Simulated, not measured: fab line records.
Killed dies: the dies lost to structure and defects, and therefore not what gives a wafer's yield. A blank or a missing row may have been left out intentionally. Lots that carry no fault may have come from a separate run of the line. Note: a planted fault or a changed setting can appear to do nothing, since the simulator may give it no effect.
Which tool was responsible?	flow berkeley cmos170	Sampling: 7 lots, 21 wafers, 2 of 331 route steps

## WHAT THE GAUGES SHOWED, per wafer
UCB170_V1_THK_MEAS_04.
lot	measured	on	V1_POLISHED_THK (nm)
L294	day 9 07:54	film metro-01	997.7 997.7 999.4
L297	day 10 04:46	film metro-01	998.7 998.4 1001.1
L300	day 10 22:07	film metro-02	999.8 1002.5 1000.5
L304	day 12 19:42	film metro-02	997.2 996.8 998.1
L306	day 12 19:47	film metro-01	1001.2 1000.8 1000.4
L314	day 14 17:49	film metro-02	1001.6 1002.0 1000.6
L316	day 14 19:08	film metro-04	997.5 999.0 999.4

## TOOL THAT RAN EACH LOT (tool first, then ch and the chambers of the sampled wafers, then the start)
lot	UCB170_WELLDRIVE_CLEAN_00
L294	wet bench-04 ch 1, day 3 21:58
L297	wet bench-04 ch 2, day 4 07:32
L300	wet bench-01 ch 0, day 4 23:33
L304	wet bench-04 ch 2, day 5 20:40
L306	wet bench-03 ch 3, day 6 06:10
L314	wet bench-01 ch 2, day 8 16:38
L316	wet bench-03 ch 1, day 9 04:18
- UCB170_WELLDRIVE_CLEAN_00: cleans in SPM, time 600 s.

## THE ANSWER, worked out from the rows above alone
Rule: usual is defined by the lots themselves. The widest of any qualifying gaps counts: lots, ordered by their means at a reading, are off when they make up no more than a third of the lots, leave a main group of 4 or more, and stand apart from it by 3 or more times the standard deviation of that group's means. The tables above print the reading to a certain number of digits; a main group whose means all agree to those digits is not used. A lot without any number at a reading at which 4 lots or more have one is off too. Where the step has rows for the other lots, those lots are counted as sound.
No lot is off at any reading shown: from this, nothing can be told.

## WHAT THE SIMULATOR PUT IN
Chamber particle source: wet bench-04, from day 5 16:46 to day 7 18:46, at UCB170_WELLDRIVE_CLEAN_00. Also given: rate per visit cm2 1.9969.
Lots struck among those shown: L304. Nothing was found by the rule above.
